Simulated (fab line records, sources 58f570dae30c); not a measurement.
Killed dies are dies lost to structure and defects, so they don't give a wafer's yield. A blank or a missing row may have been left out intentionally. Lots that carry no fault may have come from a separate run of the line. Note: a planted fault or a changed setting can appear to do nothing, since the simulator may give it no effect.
Which tool is to blame?	flow berkeley-cmos170	Sampling: 13 lots, 39 wafers, 6 of 331 route steps

WHAT THE GAUGES SHOWED, per wafer
UCB170_V1_THK_MEAS_04.
lot	measured	on	V1_POLISHED_THK (nm)
L612	day 8 13:09	film-metro-01	998.3 998.0 999.2
L611	day 8 15:49	film-metro-04	998.5 1000.6 998.8
L614	day 8 16:07	film-metro-04	997.3 999.9 996.2
L618	day 10 20:47	film-metro-01	999.6 1000.5 1001.2
L617	day 10 20:29	film-metro-01	1000.5 999.4 999.4
L615	day 10 21:05	film-metro-02	996.2 1000.4 999.5
L616	day 10 21:29	film-metro-01	998.1 998.8 999.4
L626	day 12 06:44	film-metro-02	1000.3 999.0 998.4
L627	day 12 12:09	film-metro-02	1001.1 1000.4 998.3
L628	day 12 15:41	film-metro-02	923.6 998.8 923.4
L629	day 12 18:00	film-metro-04	1001.1 1000.6 1001.5
L630	day 13 01:41	film-metro-01	1000.1 999.3 1000.2
L632	day 13 04:44	film-metro-01	998.4 1001.1 1001.4

UCB170_M2_RS_MEAS_02: the measuring method here is four-point-probe.
lot	measured	on	M2_AL_RS (ohm/sq)
L612	day 8 15:00	film-metro-04	0.0322 0.0322 0.0320
L611	day 8 17:54	film-metro-02	0.0320 0.0323 0.0323
L614	day 8 18:13	film-metro-02	0.0327 0.0319 0.0320
L618	day 10 23:13	film-metro-03	0.0317 0.0319 0.0318
L617	day 10 22:44	film-metro-02	0.0318 0.0318 0.0326
L615	day 10 23:28	film-metro-04	0.0317 0.0316 0.0319
L616	day 10 23:58	film-metro-03	0.0312 0.0317 0.0311
L626	day 12 10:35	film-metro-04	0.0320 0.0320 0.0318
L627	day 12 15:20	film-metro-03	0.0317 0.0324 0.0318
L628	day 12 18:33	film-metro-03	0.0326 0.0323 0.0327
L629	day 12 20:13	film-metro-02	0.0325 0.0327 0.0322
L630	day 13 03:54	film-metro-04	0.0319 0.0317 0.0319
L632	day 13 06:44	film-metro-02	0.0322 0.0318 0.0321

EACH LOT AND THE TOOL THAT RAN IT (in order: tool; ch and the chambers of the sampled wafers; start)
lot	UCB170_M1_ETCH_11	UCB170_V1_CVD_00	UCB170_V1_ETCH_14	UCB170_V1_STRIP_15
L612	rie-diel-04 ch 0,3, day 8 10:28	pecvd-03 ch 0,1,2, day 8 12:31	rie-diel-04 ch 0,2,3, day 8 14:26	plasma-asher-01 ch 0,1, day 8 14:37
L611	rie-diel-03 ch 1,2,3, day 8 12:37	pecvd-01 ch 0,1, day 8 15:11	rie-diel-03 ch 0,1,2, day 8 17:20	plasma-asher-03 ch 0,1, day 8 17:31
L614	rie-diel-03 ch 0,1,2, day 8 13:10	pecvd-04 ch 0,1,2, day 8 15:11	rie-diel-04 ch 1,2,3, day 8 17:40	plasma-asher-01 ch 0,1, day 8 17:51
L618	rie-diel-04 ch 1,3, day 10 03:27	pecvd-04 ch 0,1,2, day 10 18:47	rie-diel-02 ch 1,2,3, day 10 22:40	plasma-asher-01 ch 0,1, day 10 22:51
L617	rie-diel-03 ch 1,2,3, day 10 03:41	pecvd-03 ch 1,2, day 10 18:47	rie-diel-04 ch 0,1,2, day 10 22:12	plasma-asher-02 ch 0,1, day 10 22:22
L615	rie-diel-04 ch 1,2,3, day 10 05:11	pecvd-01 ch 0,1,2, day 10 18:47	rie-diel-03 ch 1,2,3, day 10 22:55	plasma-asher-03 ch 0,1, day 10 23:06
L616	rie-diel-03 ch 0,1,2, day 10 05:23	pecvd-04 ch 0,1,2, day 10 19:01	rie-diel-02 ch 2,3, day 10 23:22	plasma-asher-01 ch 0,1, day 10 23:34
L626	rie-diel-04 ch 1,2,3, day 12 04:23	pecvd-03 ch 0,1,2, day 12 06:06	rie-diel-02 ch 0,2,3, day 12 09:59	plasma-asher-01 ch 0,1, day 12 10:09
L627	rie-diel-04 ch 0,2,3, day 12 09:46	pecvd-04 ch 0,1,2, day 12 11:30	rie-diel-02 ch 0,2, day 12 14:43	plasma-asher-02 ch 0,1, day 12 14:54
L628	rie-diel-04 ch 0,1,2, day 12 13:20	pecvd-01 ch 0,2, day 12 15:04	rie-diel-04 ch 0,1, day 12 18:00	plasma-asher-03 ch 0,1, day 12 18:11
L629	rie-diel-04 ch 2,3, day 12 15:38	pecvd-03 ch 0,2, day 12 17:22	rie-diel-03 ch 1,3, day 12 19:26	plasma-asher-03 ch 0,1, day 12 19:37
L630	rie-diel-03 ch 2,3, day 12 23:19	pecvd-03 ch 0,2, day 13 01:02	rie-diel-04 ch 0,2,3, day 13 03:19	plasma-asher-02 ch 0,1, day 13 03:31
L632	rie-diel-01 ch 0,1,3, day 13 02:21	pecvd-04 ch 0,1, day 13 04:05	rie-diel-02 ch 1,2,3, day 13 06:09	plasma-asher-03 ch 0,1, day 13 06:22
- UCB170_M1_ETCH_11: etches BARC in N2/H2.
- UCB170_V1_CVD_00: deposits SiO2 from TEOS/O2, target thk 2000 nm, time 250 s.
- UCB170_V1_ETCH_14: etches SiO2 in CHF3/CF4/Ar, stops on Al, target depth 1250 nm, time 291 s.
- UCB170_V1_STRIP_15: strips in O2.

WHAT THE TOOLS THEMSELVES READ (means of the sampled wafers that have a number; where no wafer has one, the mark that the record gives instead)
UCB170_M1_ETCH_11.
lot	tool	drypump-motor-current-A (A)	h2-flow-sccm (sccm)	oes-product-au (a.u.)	throttle-valve-pct (%)
L612	rie-diel-04	6.1	199.9	1.022	13.26
L611	rie-diel-03	5.6	199.9	1.011	13.36
L614	rie-diel-03	6.2	200.1	1.002	13.38
L618	rie-diel-04	5.2	199.7	0.993	13.31
L617	rie-diel-03	5.6	200.0	1.018	13.36
L615	rie-diel-04	5.2	200.1	1.000	13.33
L616	rie-diel-03	6.1	200.1	1.004	13.39
L626	rie-diel-04	5.2	200.4	1.008	13.32
L627	rie-diel-04	5.6	199.7	1.005	13.32
L628	rie-diel-04	5.6	199.7	1.021	13.29
L629	rie-diel-04	5.1	199.4	1.003	13.36
L630	rie-diel-03	5.4	200.5	1.025	13.29
L632	rie-diel-01	5.4	200.3	1.014	13.27

UCB170_V1_CVD_00.
lot	tool	heater-power-w (W)
L612	pecvd-03	227
L611	pecvd-01	275
L614	pecvd-04	318
L618	pecvd-04	294
L617	pecvd-03	261
L615	pecvd-01	295
L616	pecvd-04	258
L626	pecvd-03	282
L627	pecvd-04	314
L628	pecvd-01	309
L629	pecvd-03	212
L630	pecvd-03	199
L632	pecvd-04	265

UCB170_V1_ETCH_14.
lot	tool	drypump-motor-current-A (A)	oes-product-au (a.u.)	throttle-valve-pct (%)
L612	rie-diel-04	5.6	0.885	6.95
L611	rie-diel-03	6.1	0.881	7.02
L614	rie-diel-04	5.1	0.882	6.94
L618	rie-diel-02	5.6	0.879	7.02
L617	rie-diel-04	5.6	0.893	6.91
L615	rie-diel-03	5.6	0.883	7.01
L616	rie-diel-02	5.7	0.870	7.09
L626	rie-diel-02	5.7	0.875	7.05
L627	rie-diel-02	5.8	0.877	7.07
L628	rie-diel-04	6.2	0.870	6.90
L629	rie-diel-03	5.5	0.879	7.02
L630	rie-diel-04	5.6	0.888	6.96
L632	rie-diel-02	5.6	0.878	7.01

UCB170_V1_STRIP_15.
lot	tool	drypump-motor-current-A (A)	o2-flow-sccm (sccm)	oes-product-au (a.u.)	strip-time-to-endpoint-s (s)
L612	plasma-asher-01	6.0	400.0	0.723	15.40
L611	plasma-asher-03	5.7	400.2	0.725	15.47
L614	plasma-asher-01	6.0	400.7	0.720	15.51
L618	plasma-asher-01	6.0	399.7	0.724	15.32
L617	plasma-asher-02	5.8	399.9	0.718	15.40
L615	plasma-asher-03	5.9	399.6	0.725	15.40
L616	plasma-asher-01	6.0	399.8	0.730	15.43
L626	plasma-asher-01	5.7	401.3	0.721	15.49
L627	plasma-asher-02	5.7	400.2	0.721	15.42
L628	plasma-asher-03	5.8	400.2	0.727	15.54
L629	plasma-asher-03	5.7	400.8	0.722	15.35
L630	plasma-asher-02	5.7	399.2	0.720	15.40
L632	plasma-asher-03	5.7	399.0	0.722	15.32

THE ANSWER, worked out from the rows above alone
Rule: usual is defined by the lots themselves. Put in order of their means at a reading, lots are off if they are a third of the lots or fewer, leave a main group of 4 or more, and stand apart from it by a gap of 3 or more times the standard deviation of the main group's means; of several such gaps the widest counts. The tables above print the reading to a certain number of digits; a main group whose means all agree to those digits is not used. Also off: a lot with no number at a reading for which 4 or more lots have one. The other lots that the step has rows for count as sound. After the gauges, taken in route order, come the tools' own readings; for these a lot's mean is taken, as printed above. At the first step where some lot is off, the reading lying furthest off is the one used; lots without a number count as furthest.
Off: L628, seen at UCB170_V1_THK_MEAS_04 (V1_POLISHED_THK). The main group has a mean of 999.5 nm with a standard deviation of 0.89.
If a tool, at a process step before that reading, ran all the lots that are off and no sound lot after the first of them, it fits. Those tools and the gauges at UCB170_V1_THK_MEAS_04 are tried in the same way. 2 tools fit, pecvd-01 at UCB170_V1_CVD_00 and film-metro-02 at UCB170_V1_THK_MEAS_04, so this cannot tell which one it is.

WHAT THE SIMULATOR HAD PUT IN
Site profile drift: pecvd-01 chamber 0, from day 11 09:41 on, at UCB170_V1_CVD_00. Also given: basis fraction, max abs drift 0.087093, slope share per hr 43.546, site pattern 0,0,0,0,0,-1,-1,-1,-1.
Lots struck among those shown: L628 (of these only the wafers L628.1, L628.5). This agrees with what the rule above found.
